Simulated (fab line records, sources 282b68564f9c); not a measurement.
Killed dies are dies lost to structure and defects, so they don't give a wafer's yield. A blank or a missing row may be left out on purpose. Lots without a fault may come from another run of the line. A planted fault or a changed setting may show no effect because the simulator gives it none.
fab line records | flow rit_cmos
record lots=6 wafers=18 last_day=7
route steps=202 shown REOX@99 NLDD@103 PLDD@114 SPACER@125 NSD@131 M1@202
lots that met no fault: from a run of the same line without faults
start_h: hours from the record's first day to the start of the lot's first wafer shown | wait_h: hours since the lot's step before | " the same as in the row above | L1.1+2: a row that stands for several wafers | - no value, or no start given | * or withheld: withheld | < > ~ a bound
route shown NAME@n: a module of which the file shows steps, and the number in the route of the first | usual: mean/standard deviation of fault-free wafers | same: alike in all rows | chamber/n: place in a boat | sites: the reading at each site | _std_site: their standard deviation | _edge_site: outer sites' mean less inner sites' | radius_mm: how far each site lies from the wafer's centre | mask NAME#n: copy n | behind: the tool/chamber that last shaped the wafer | hold: why the lot was held/for how many hours/how that ended | device: the transistor (n, p or np) that didn't switch | end of line: the same wafers' tests at the end of the route | a step without rows: its recipe alone | killed: dies lost to structure and defects at the first sort, not the wafer's yield | map: a wafer's dies, x killed, . not, _ none there
set.NAME: the setting as run; set.NAME@STEP: as run at that earlier step | model.NAME: the simulator's own value behind a step, which no gauge read
lots at some steps of the route; a table a step, a row a wafer
services: from which hour (start_h, from the record's first day; less than 0 if before it) a tool's chamber was out of use, for how many hours, and why
## steps
# step RIT_REOX_CLEAN_01
# recipe chemistry=dHF dilution=50:1 time_s=30
# step RIT_REOX_CLEAN_02
# recipe chemistry=SC2 mix=3:3:50 time_s=600 temp_c=75 dry=n2_spin
# step RIT_REOX_OXIDATION_03
# recipe temp_c=900 ambient=O2 target_thk_a=252 ox_time_s=5580
# step RIT_REOX_THK_MEAS_04
# recipe reads=SiO2_of_REOX_OXIDATION_03
# usual REOX_OXIDE_THK=25.3/0.42
# columns lot.wafer tool chamber start_h wait_h REOX_OXIDE_THK[nm]
L386.2 film_metro-03 - 71.51 0.0 25.4
L386.4 " - " " 25.4
L386.5 " - " " 25.6
L387.2 film_metro-03 - 77.89 0.0 25.7
L387.3 " - " " 26.1
L387.6 " - " " 26.3
L388.1 film_metro-03 - 85.58 0.0 25.4
L388.2 " - " " 25.6
L388.6 " - " " 25.0
L398.2 film_metro-03 - 133.66 0.0 24.5
L398.4 " - " " 24.8
L398.6 " - " " 24.4
L401.1 film_metro-03 - 155.77 0.0 25.6
L401.2 " - " " 25.8
L401.3 " - " " 25.5
L402.2 film_metro-04 - 160.26 0.0 25.4
L402.4 " - " " 25.1
L402.5 " - " " 25.4
# step RIT_NLDD_HMDS_00
# recipe prime_time_s=60 prime_temp_c=140
# step RIT_NLDD_COAT_01
# recipe resist=NOVOLAK spin_rpm=3250 resist_thk_nm=1000
# step RIT_NLDD_SOFTBAKE_02
# recipe resist=NOVOLAK temp_c=90 time_s=60
# step RIT_NLDD_EXPOSE_03
# recipe mask_id=M7 na=0.57 target_cd_nm=40700 dose_mj=250
# step RIT_NLDD_PEB_04
# recipe resist=NOVOLAK temp_c=withheld time_s=withheld
# step RIT_NLDD_DEVELOP_05
# recipe resist=NOVOLAK develop_time_s=50 dev_temp_c=23
# step RIT_NLDD_OVL_MEAS_06
# usual NLDD_OVL=-1.0/1.4
# columns lot.wafer tool chamber start_h wait_h NLDD_OVL[nm]
L386.2 overlay-02 - 72.42 - -2.4
L386.4 " - " " -1.2
L386.5 " - " " -0.7
L387.2 overlay-02 - 79.16 - -0.7
L387.3 " - " " -0.8
L387.6 " - " " -2.7
L388.1 overlay-01 - 86.49 - -2.6
L388.2 " - " " -1.8
L388.6 " - " " -1.5
L398.2 overlay-01 - 134.57 - -0.5
L398.4 " - " " 0.1
L398.6 " - " " -1.1
L401.1 overlay-01 - 156.81 - -4.2
L401.2 " - " " -1.3
L401.3 " - " " -2.5
L402.2 overlay-02 - 161.36 - -4.7
L402.4 " - " " -2.0
L402.5 " - " " -3.1
# step RIT_NLDD_HARDBAKE_07
# recipe resist=NOVOLAK temp_c=140 time_s=60
# step RIT_NLDD_IMPLANT_08
# recipe species=P energy_kev=20 dose_cm2=5e+14 tilt_deg=7
# usual beam_on_s=9.98/0.22 faraday_current_uA=1576/35
# columns lot.wafer tool chamber start_h wait_h beam_on_s faraday_current_uA
L386.2 implanter-04 0 72.62 0.1 10.37 1518
L386.4 " 0 " " 10.32 1525
L386.5 " 0 " " 10.00 1575
L387.2 implanter-04 0 79.37 0.1 13.73 1140
L387.3 " 0 " " 14.48 1086
L387.6 " 0 " " 14.14 1110
L388.1 implanter-04 0 86.67 0.1 14.07 1114
L388.2 " 0 " " 13.75 1138
L388.6 " 0 " " 14.15 1110
L398.2 implanter-01 0 134.77 0.1 10.05 1561
L398.4 " 0 " " 9.50 1652
L398.6 " 0 " " 9.93 1588
L401.1 implanter-02 0 156.99 0.1 10.08 1565
L401.2 " 0 " " 10.00 1575
L401.3 " 0 " " 9.78 1606
L402.2 implanter-01 0 161.57 0.1 10.23 1532
L402.4 " 0 " " 9.93 1584
L402.5 " 0 " " 9.92 1595
# step RIT_NLDD_STRIP_09
# recipe chemistry=O2 time_s=180 resist=NOVOLAK platen_temp_c=withheld power_w=500 pressure_mtorr=4000 o2_flow_sccm=4000
# usual chamber_pressure_mTorr=4000/3.7 drypump_motor_current_A=5.9/0.44 o2_flow_sccm=3999/12 rf_refl_power_W=7.1/0.91
# columns lot.wafer tool chamber start_h wait_h chamber_pressure_mTorr drypump_motor_current_A o2_flow_sccm rf_hours_counter_h rf_refl_power_W
L386.2 plasma_asher-01 0 72.75 0.1 4002 5.6 3993 25 7.0
L386.4 " 1 " " 3996 5.6 4014 - 6.6
L386.5 " 0 " " 3999 5.6 4005 - 7.2
L387.2 plasma_asher-01 1 79.50 0.1 3993 5.7 4008 26 6.2
L387.3 " 1 " " 4003 5.7 3993 - 6.5
L387.6 " 0 " " 4000 5.6 4007 - 7.2
L388.1 plasma_asher-02 0 86.82 0.1 3997 6.1 4003 45 8.1
L388.2 " 1 " " 4002 5.3 3998 45 7.7
L388.6 " 1 " " 4000 5.2 4008 - 7.8
L398.2 plasma_asher-04 0 134.90 0.1 4003 6.3 4006 50 5.3
L398.4 " 0 " " 4001 6.4 4002 - 5.6
L398.6 " 0 " " 3999 6.4 3998 - 5.9
L401.1 plasma_asher-01 0 157.14 0.1 3997 5.6 4001 34 7.1
L401.2 " 1 " " 4003 5.6 3989 34 6.8
L401.3 " 1 " " 3995 5.7 4009 - 6.5
L402.2 plasma_asher-04 1 161.69 0.1 3999 6.7 4002 53 7.9
L402.4 " 1 " " 4002 6.6 4008 - 8.2
L402.5 " 1 " " 4006 6.6 3994 - 8.2
# step RIT_NLDD_TW_MEAS_10
# usual NLDD_TW=2489/22
# columns lot.wafer tool chamber start_h wait_h NLDD_TW
L386.2 film_metro-02 - 72.93 0.1 2455
L386.4 " - " " 2458
L386.5 " - " " 2455
L387.2 film_metro-02 - 79.68 0.1 2702
L387.3 " - " " 2691
L387.6 " - " " 2687
L388.1 film_metro-01 - 87.00 0.1 2710
L388.2 " - " " 2731
L388.6 " - " " 2722
L398.2 film_metro-02 - 135.08 0.1 2462
L398.4 " - " " 2454
L398.6 " - " " 2463
L401.1 film_metro-03 - 157.32 0.1 2498
L401.2 " - " " 2495
L401.3 " - " " 2491
L402.2 film_metro-03 - 161.88 0.1 2505
L402.4 " - " " 2491
L402.5 " - " " 2496
# step RIT_PLDD_HMDS_00
# recipe prime_time_s=60 prime_temp_c=140
# step RIT_PLDD_COAT_01
# recipe resist=NOVOLAK spin_rpm=3250 resist_thk_nm=1000
# step RIT_PLDD_SOFTBAKE_02
# recipe resist=NOVOLAK temp_c=90 time_s=60
# step RIT_PLDD_EXPOSE_03
# recipe mask_id=M8 na=0.57 target_cd_nm=40900 dose_mj=250
# step RIT_PLDD_PEB_04
# recipe resist=NOVOLAK temp_c=withheld time_s=withheld
# step RIT_PLDD_DEVELOP_05
# recipe resist=NOVOLAK develop_time_s=50 dev_temp_c=23
# step RIT_PLDD_OVL_MEAS_06
# usual PLDD_OVL=0.7/1.5
# columns lot.wafer tool chamber start_h wait_h PLDD_OVL[nm]
L386.2 overlay-01 - 73.84 - -1.7
L386.4 " - " " -1.3
L386.5 " - " " -1.0
L387.2 overlay-01 - 80.59 - 2.3
L387.3 " - " " 2.6
L387.6 " - " " 3.2
L388.1 overlay-01 - 88.03 - 1.8
L388.2 " - " " -0.5
L388.6 " - " " 2.3
L398.2 overlay-01 - 135.99 - 0.7
L398.4 " - " " 0.7
L398.6 " - " " 1.2
L401.1 overlay-01 - 158.23 - 2.1
L401.2 " - " " 1.0
L401.3 " - " " 2.1
L402.2 overlay-01 - 162.91 - 0.3
L402.4 " - " " -0.3
L402.5 " - " " 1.9
# step RIT_PLDD_HARDBAKE_07
# recipe resist=NOVOLAK temp_c=140 time_s=60
# step RIT_PLDD_IMPLANT_08
# recipe species=BF2 energy_kev=20 dose_cm2=9e+14 tilt_deg=7
# step RIT_PLDD_STRIP_09
# recipe chemistry=O2 time_s=180 resist=NOVOLAK platen_temp_c=withheld power_w=500 pressure_mtorr=4000 o2_flow_sccm=4000
# usual chamber_pressure_mTorr=4000/3.3 drypump_motor_current_A=6.0/0.47 o2_flow_sccm=4002/12 rf_refl_power_W=7.2/1.2
# columns lot.wafer tool chamber start_h wait_h chamber_pressure_mTorr drypump_motor_current_A o2_flow_sccm rf_hours_counter_h rf_refl_power_W
L386.2 plasma_asher-04 1 74.17 0.1 4001 6.7 4005 45 8.3
L386.4 " 1 " " 3999 6.7 4008 - 9.0
L386.5 " 1 " " 4001 6.7 3999 - 8.2
L387.2 plasma_asher-02 0 80.92 0.1 3994 6.1 4014 45 8.1
L387.3 " 1 " " 3999 5.2 3993 - 7.7
L387.6 " 1 " " 3999 5.2 3997 - 7.8
L388.1 plasma_asher-02 0 88.37 0.1 3995 6.1 3994 46 8.2
L388.2 " 1 " " 3996 5.2 4008 46 7.7
L388.6 " 0 " " 3996 6.1 4001 - 8.0
L398.2 plasma_asher-02 1 136.33 0.1 3999 5.3 4004 2 7.8
L398.4 " 0 " " 4005 6.0 4013 - 7.9
L398.6 " 1 " " 4005 5.3 3990 - 7.8
L401.1 plasma_asher-04 1 158.56 0.1 3998 6.7 4017 52 7.9
L401.2 " 0 " " 4000 6.3 4016 52 5.6
L401.3 " 1 " " 3998 6.7 4008 - 8.0
L402.2 plasma_asher-02 0 163.24 0.1 3997 6.1 4009 5 8.1
L402.4 " 1 " " 3996 5.3 4025 - 7.5
L402.5 " 0 " " 4000 6.0 3998 - 8.2
# step RIT_PLDD_TW_MEAS_10
# usual PLDD_TW=2330/18
# columns lot.wafer tool chamber start_h wait_h PLDD_TW
L386.2 film_metro-03 - 74.42 0.2 2362
L386.4 " - " " 2367
L386.5 " - " " 2363
L387.2 film_metro-02 - 81.10 0.1 2328
L387.3 " - " " 2312
L387.6 " - " " 2315
L388.1 film_metro-02 - 88.54 0.1 2320
L388.2 " - " " 2313
L388.6 " - " " 2340
L398.2 film_metro-02 - 136.52 0.1 2320
L398.4 " - " " 2326
L398.6 " - " " 2317
L401.1 film_metro-01 - 158.74 0.1 2328
L401.2 " - " " 2332
L401.3 " - " " 2333
L402.2 film_metro-01 - 163.42 0.1 2329
L402.4 " - " " 2318
L402.5 " - " " 2323
# step RIT_SPACER_CLEAN_00
# recipe chemistry=SC1 mix=3:3:50 time_s=600 temp_c=75
# step RIT_SPACER_CLEAN_01
# recipe chemistry=dHF dilution=50:1 time_s=30
# step RIT_SPACER_CLEAN_02
# recipe chemistry=SC2 mix=3:3:50 time_s=600 temp_c=75 dry=n2_spin
# step RIT_SPACER_CVD_03
# recipe material=Si3N4 target_thk_nm=250 temp_c=810 precursor=SiH2Cl2/NH3 time_s=3300 pressure_mtorr=300 sih2cl2_flow_sccm=60 nh3_flow_sccm=150
# step RIT_SPACER_THK_MEAS_04
# recipe reads=Si3N4_of_SPACER_CVD_03
# usual SPACER_NITRIDE_THK=249.4/2.5
# columns lot.wafer tool chamber start_h wait_h SPACER_NITRIDE_THK[nm]
L386.2 film_metro-03 - 76.76 0.0 250.9
L386.4 " - " " 250.3
L386.5 " - " " 252.1
L387.2 film_metro-04 - 83.48 0.0 243.9
L387.3 " - " " 242.5
L387.6 " - " " 244.4
L388.1 film_metro-04 - 90.89 0.0 245.1
L388.2 " - " " 246.1
L388.6 " - " " 243.7
L398.2 film_metro-01 - 138.91 0.0 250.3
L398.4 " - " " 248.9
L398.6 " - " " 249.3
L401.1 film_metro-01 - 161.26 0.0 249.8
L401.2 " - " " 249.6
L401.3 " - " " 249.2
L402.2 film_metro-01 - 166.91 0.0 250.2
L402.4 " - " " 249.8
L402.5 " - " " 249.4
# step RIT_SPACER_ETCHBACK_05
# recipe target_depth_a=2500 SF6_flow_sccm=30 CHF3_flow_sccm=30 target=Si3N4 chemistry=SF6/CHF3 pressure_mtorr=40 rf_w=250 time_s=240 stop_on=SiO2
# usual SF6_flow_sccm=29.99/0.089 chamber_pressure_mTorr=40.00/0.04 drypump_motor_current_A=5.7/0.4 oes_product_au=0.844/0.015 throttle_valve_pct=10.33/0.19
# columns lot.wafer tool chamber start_h wait_h SF6_flow_sccm chamber_pressure_mTorr drypump_motor_current_A oes_product_au rf_hours_counter_h throttle_valve_pct
L386.2 rie_diel-03 1 76.81 0.0 29.82 40.07 5.4 0.834 63 10.43
L386.4 " 3 " " 30.13 40.00 5.6 0.849 54 9.90
L386.5 " 2 " " 29.82 39.99 5.1 0.853 - 10.27
L387.2 rie_diel-03 2 83.53 0.0 30.07 39.96 5.2 0.834 142 10.27
L387.3 " 0 " " 29.92 40.00 6.1 0.826 152 10.41
L387.6 " 2 " " 30.13 40.03 5.2 0.844 - 10.27
L388.1 rie_diel-03 1 90.95 0.1 30.12 40.04 5.5 0.821 64 10.42
L388.2 " 2 " " 29.98 40.00 5.1 0.839 142 10.27
L388.6 " 0 " " 29.95 40.05 6.1 0.829 - 10.40
L398.2 rie_diel-01 0 138.96 0.0 30.03 40.01 5.2 0.834 120 10.34
L398.4 " 3 " " 30.04 40.00 5.8 0.838 52 9.99
L398.6 " 1 " " 30.04 39.92 5.6 0.843 - 10.53
L401.1 rie_diel-01 1 161.32 0.1 29.88 39.99 5.6 0.845 1 10.50
L401.2 " 0 " " 29.93 40.01 5.2 0.821 121 10.34
L401.3 " 2 " " 29.97 39.98 6.0 0.833 49 10.46
L402.2 rie_diel-02 3 166.96 0.0 30.24 40.00 5.4 0.861 94 10.37
L402.4 " 2 " " 29.99 40.00 6.6 0.831 0 10.41
L402.5 " 2 " " 30.01 40.04 6.6 0.834 - 10.42
# step RIT_NSD_HMDS_00
# recipe prime_time_s=60 prime_temp_c=140
# step RIT_NSD_COAT_01
# recipe resist=NOVOLAK spin_rpm=3250 resist_thk_nm=1000
# step RIT_NSD_SOFTBAKE_02
# recipe resist=NOVOLAK temp_c=90 time_s=60
# step RIT_NSD_EXPOSE_03
# recipe mask_id=M9 na=0.57 target_cd_nm=40700 dose_mj=250
# step RIT_NSD_PEB_04
# recipe resist=NOVOLAK temp_c=withheld time_s=withheld
# step RIT_NSD_DEVELOP_05
# recipe resist=NOVOLAK develop_time_s=50 dev_temp_c=23
# step RIT_NSD_OVL_MEAS_06
# usual NSD_OVL=-1.1/1.3
# columns lot.wafer tool chamber start_h wait_h NSD_OVL[nm]
L386.2 overlay-01 - 77.82 - -1.8
L386.4 " - " " -2.4
L386.5 " - " " -1.6
L387.2 overlay-01 - 84.67 - -2.8
L387.3 " - " " -1.3
L387.6 " - " " -1.6
L388.1 overlay-01 - 91.95 - 0.9
L388.2 " - " " -0.1
L388.6 " - " " -1.3
L398.2 overlay-02 - 140.02 - 0.2
L398.4 " - " " 0.9
L398.6 " - " " 0.5
L401.1 overlay-02 - 162.52 - -2.7
L401.2 " - " " -2.1
L401.3 " - " " -1.1
L402.2 overlay-01 - 168.09 - 0.2
L402.4 " - " " 1.1
L402.5 " - " " 0.3
# step RIT_NSD_HARDBAKE_07
# recipe resist=NOVOLAK temp_c=140 time_s=60
# step RIT_NSD_IMPLANT_08
# recipe species=P energy_kev=25 dose_cm2=1e+15 tilt_deg=7
# step RIT_NSD_STRIP_09
# recipe chemistry=O2 time_s=180 resist=NOVOLAK platen_temp_c=withheld power_w=500 pressure_mtorr=4000 o2_flow_sccm=4000
# usual chamber_pressure_mTorr=4000/3.4 drypump_motor_current_A=6.0/0.38 o2_flow_sccm=3999/13 rf_refl_power_W=6.7/1.2
# columns lot.wafer tool chamber start_h wait_h chamber_pressure_mTorr drypump_motor_current_A o2_flow_sccm rf_hours_counter_h rf_refl_power_W
L386.2 plasma_asher-03 0 78.15 0.1 4000 6.0 4019 43 5.0
L386.4 " 1 " " 3997 5.7 3995 - 7.7
L386.5 " 1 " " 4000 5.7 3994 - 7.7
L387.2 plasma_asher-01 1 85.00 0.1 4003 5.6 3981 26 6.5
L387.3 " 0 " " 3999 5.6 4003 - 6.9
L387.6 " 0 " " 4000 5.6 3989 - 6.9
L388.1 plasma_asher-03 1 92.29 0.1 4000 5.7 3985 45 7.5
L388.2 " 0 " " 3999 6.0 3977 45 4.9
L388.6 " 0 " " 3997 6.0 3984 - 5.1
L398.2 plasma_asher-04 1 140.35 0.1 3999 6.6 4007 50 8.3
L398.4 " 1 " " 3997 6.7 3996 - 8.3
L398.6 " 0 " " 4002 6.3 4006 - 5.9
L401.1 plasma_asher-04 0 162.85 0.1 4001 6.3 4018 53 5.8
L401.2 " 1 " " 4004 6.7 3982 53 8.6
L401.3 " 1 " " 4003 6.7 3987 - 8.6
L402.2 plasma_asher-03 1 168.42 0.1 4006 5.7 3972 53 7.5
L402.4 " 0 " " 3999 6.0 4017 - 4.8
L402.5 " 1 " " 3996 5.7 3965 - 7.4
# step RIT_SDANNEAL_RS_MEAS_07
# recipe thk_meas_gauge=four-point-probe
# usual NLDD_RS=151.6/0.48
# columns lot.wafer tool chamber start_h wait_h NLDD_RS[ohm/sq]
L386.2 film_metro-03 - 80.79 0.1 152.3
L386.4 " - " " 152.0
L386.5 " - " " 152.5
L387.2 film_metro-02 - 87.46 0.1 113.5
L387.3 " - " " 113.5
L387.6 " - " " 113.6
L388.1 film_metro-02 - 94.82 0.1 113.8
L388.2 " - " " 113.6
L388.6 " - " " 113.4
L398.2 film_metro-01 - 143.34 0.1 152.4
L398.4 " - " " 152.7
L398.6 " - " " 152.2
L401.1 film_metro-03 - 165.42 0.1 151.4
L401.2 " - " " 152.2
L401.3 " - " " 152.3
L402.2 film_metro-01 - 171.21 0.1 151.8
L402.4 " - " " 151.4
L402.5 " - " " 151.0
# step RIT_M1_PROBE_99
# usual killed_at_contacts=0.1/0.23 killed_at_front_end=7/3.1 killed_dies=7/3.1 killed_open=3.3/2 killed_short=3.6/1.9
# same gross_dies=264 killed_at_M0_to_M3=0 killed_at_M4_up=0 killed_at_back_side=0 killed_at_other=0
# columns lot.wafer tool chamber start_h wait_h killed_at_contacts killed_at_front_end killed_dies killed_open killed_short model.etest.nmos_0p3.r_on_ohm_um model.etest.nmos_0p15.r_on_ohm_um model.etest.nldd.rs_ohm_sq model.etest.nmos_turned.drive_ua_um model.etest.nmos_0p15.drive_ua_um model.etest.nldd.line_ohm_um model.etest.nmos_0p3.drive_ua_um model.etest.nmos_0p15.swing_mv_dec
L386.2 prober-02 - 88.11 0.1 0 9 9 5 4 2061 1088 371.5 350.1 502.8 115.5 243.8 85.49
L386.4 prober-02 - 88.21 0.2 0 12 12 7 5 2058 1073 374.2 349.4 505.9 117.1 240.2 85.22
L386.5 prober-02 - 88.26 0.2 0 7 7 3 4 2073 1094 377.9 347.7 504.7 118.7 245.2 84.77
L387.2 prober-01 - 94.68 0.1 0 5 5 4 1 1966 973.7 288.9 410.3 547.3 90.3 252.3 86.38
L387.3 prober-01 - 94.73 0.2 0 7 7 3 4 1962 1002 296.5 407.8 538.3 93.86 254.6 86.31
L387.6 prober-01 - 94.88 0.2 0 4 4 2 2 1943 973.4 300.1 410.2 549.4 92.79 257.4 85.87
L388.1 prober-02 - 102.26 0.1 0 4 4 2 2 1997 993 290.2 409.1 536.7 90.03 242.3 87.55
L388.2 prober-02 - 102.31 0.1 0 4 4 2 2 1972 985.9 291.3 402.8 525.9 91.27 245.2 86.84
L388.6 prober-02 - 102.51 0.2 0 11 11 7 4 1967 986.6 280.8 417.2 536.2 88.99 247.7 87.11
L398.2 prober-01 - 150.45 0.1 0 7 7 4 3 2155 1118 364.9 334.6 474.8 115.1 224.7 86.38
L398.4 prober-01 - 150.55 0.2 1 5 6 5 1 2136 1114 367.7 332 476.3 117.3 224.9 86.14
L398.6 prober-01 - 150.65 0.2 0 7 7 4 3 2132 1077 360.7 332.5 468.4 114.5 223.2 86.08
L401.1 prober-01 - 172.97 0.1 0 7 7 3 4 2128 1100 376.6 322.7 473.3 119.4 223.2 86.03
L401.2 prober-01 - 173.02 0.1 0 9 9 5 4 2197 1154 380.9 311.5 462.5 120.8 225 85.68
L401.3 prober-01 - 173.07 0.2 1 4 5 4 1 2152 1124 380.2 321.8 472.4 118.5 225.7 85.94
L402.2 prober-01 - 178.72 0.1 0 4 4 4 0 2114 1110 391.8 328.1 477.8 124.5 235.7 85.48
L402.4 prober-01 - 178.82 0.2 0 9 9 5 4 2144 1115 385.5 330.8 478.4 120.5 227.1 86.17
L402.5 prober-01 - 178.87 0.2 0 5 5 4 1 2141 1150 391.8 319.1 462.3 122.2 228.9 85.52
# killed by level:class
L386.2 GATE:geometric_particle:open=2 GATE:geometric_particle:short=2 SPACER:geometric_particle:open=2 FOX1:geometric_particle:short=1 FOX1:geometric_particle:open=1 SPACER:geometric_particle:short=1
L386.4 SPACER:geometric_particle:open=3 FOX2:geometric_particle:open=2 GATE:geometric_particle:open=2 SPACER:geometric_particle:short=2 FOX1:geometric_particle:short=1 FOX2:geometric_particle:short=1 GATE:geometric_particle:short=1
L386.5 GATE:geometric_particle:open=2 SPACER:geometric_particle:short=2 FOX2:geometric_particle:open=1 GATE:geometric_particle:short=1 SILICIDE:geometric_particle:short=1
L387.2 FOX2:geometric_particle:open=1 GATE:geometric_particle:open=1 SPACER:geometric_particle:open=1 SPACER:geometric_particle:short=1 SILICIDE:geometric_particle:open=1
L387.3 SPACER:geometric_particle:short=2 GATE:geometric_particle:short=1 GATE:geometric_particle:open=1 SPACER:geometric_particle:open=1 SILICIDE:geometric_particle:short=1 SILICIDE:geometric_particle:open=1
L387.6 FOX1:geometric_particle:open=2 GATE:geometric_particle:short=1 SPACER:geometric_particle:short=1
L388.1 GATE:geometric_particle:short=1 REOX:geometric_particle:open=1 SPACER:geometric_particle:open=1 SILICIDE:geometric_particle:short=1
L388.2 GATE:geometric_particle:short=2 FOX2:geometric_particle:open=1 SILICIDE:geometric_particle:open=1
L388.6 SILICIDE:geometric_particle:open=4 REOX:geometric_particle:short=2 FOX1:geometric_particle:short=1 FOX1:geometric_particle:open=1 GATE:geometric_particle:short=1 GATE:geometric_particle:open=1 SPACER:geometric_particle:open=1
L398.2 GATE:geometric_particle:short=2 GATE:geometric_particle:open=2 SPACER:geometric_particle:open=1 SPACER:geometric_particle:short=1 SILICIDE:geometric_particle:open=1
L398.4 GATE:geometric_particle:open=4 SPACER:geometric_particle:open=1 CONTACT:geometric_particle:short=1
L398.6 GATE:geometric_particle:open=3 SPACER:geometric_particle:short=2 GATE:geometric_particle:short=1 SPACER:geometric_particle:open=1
L401.1 REOX:geometric_particle:short=3 GATE:geometric_particle:open=2 FOX1:geometric_particle:short=1 FOX2:geometric_particle:open=1
L401.2 GATE:geometric_particle:open=4 FOX1:geometric_particle:short=1 FOX2:geometric_particle:short=1 REOX:geometric_particle:short=1 SPACER:geometric_particle:open=1 SILICIDE:geometric_particle:short=1
L401.3 GATE:geometric_particle:open=3 GATE:geometric_particle:short=1 CONTACT:geometric_particle:open=1
L402.2 GATE:geometric_particle:open=2 SPACER:geometric_particle:open=1 SILICIDE:geometric_particle:open=1
L402.4 SPACER:geometric_particle:short=2 GATE:geometric_particle:open=2 GATE:geometric_particle:short=2 SILICIDE:geometric_particle:open=2 FOX1:geometric_particle:open=1
L402.5 GATE:geometric_particle:open=2 REOX:geometric_particle:open=2 SPACER:geometric_particle:short=1
## services
# columns tool chamber start_h hours kind
plasma_asher-01 - 50.84 2.4 repair
implanter-02 - 53.76 1.7 repair
rie_diel-02 1 77.89 7.6 repair
rie_diel-01 - 80.40 0.5 repair
plasma_asher-04 - 82.67 4.3 pm
rie_diel-01 1 90.89 4.3 repair
plasma_asher-03 - 92.75 3.4 repair
rie_diel-03 0 94.63 17.8 repair
implanter-04 - 99.05 1.7 repair
plasma_asher-04 - 100.14 10.0 pm
plasma_asher-01 - 102.78 0.8 repair
implanter-04 - 107.57 3.0 repair
plasma_asher-02 - 108.75 9.0 pm
plasma_asher-02 0 108.75 9.0 vent_cycle
plasma_asher-02 1 108.75 9.0 vent_cycle
plasma_asher-02 0 117.75 - clean
plasma_asher-02 1 117.75 - clean
rie_diel-03 2 123.99 8.1 repair
rie_diel-03 0 132.12 - clean
rie_diel-03 0 132.12 12.7 scheduled_down
rie_diel-02 1 136.15 6.4 repair
plasma_asher-04 - 145.66 1.5 repair
plasma_asher-03 - 150.50 1.7 repair
rie_diel-02 3 157.76 4.2 repair
## key
first_sign step=RIT_NLDD_IMPLANT_08 reading=beam_on_s direction=up sigmas=19 usual=9.98 struck=14.05
effect step=RIT_NLDD_IMPLANT_08 reading=faraday_current_uA direction=down sigmas=13 usual=1576 struck=1116
effect step=RIT_NLDD_TW_MEAS_10 reading=NLDD_TW direction=up sigmas=9.9 usual=2489 struck=2707
effect step=RIT_SDANNEAL_RS_MEAS_07 reading=NLDD_RS direction=down sigmas=79 usual=151.6 struck=113.6
model_effect step=RIT_M1_PROBE_99 value=etest.nmos_0p3.r_on_ohm_um without=2136 struck=1968
met_at RIT_NLDD_IMPLANT_08
struck_wafers L387.2,L387.3,L387.6,L388.1,L388.2,L388.6
tester_left_out L387,L388
onset_between 72.62 79.37
fault kind=process_parameter_drift tool=implanter-04 chamber=- onset_h=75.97 steps=RIT_NLDD_IMPLANT_08 channel=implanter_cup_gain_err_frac offset=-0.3 shape=step end_h=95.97
# tester_left_out: of these lots the tester's yield and bins aren't shown, on N5 and GAA mostly nor the transistor test; their killed dies are dies lost to structure and defects alone, not to doping, threshold or leakage, so they don't give the yield
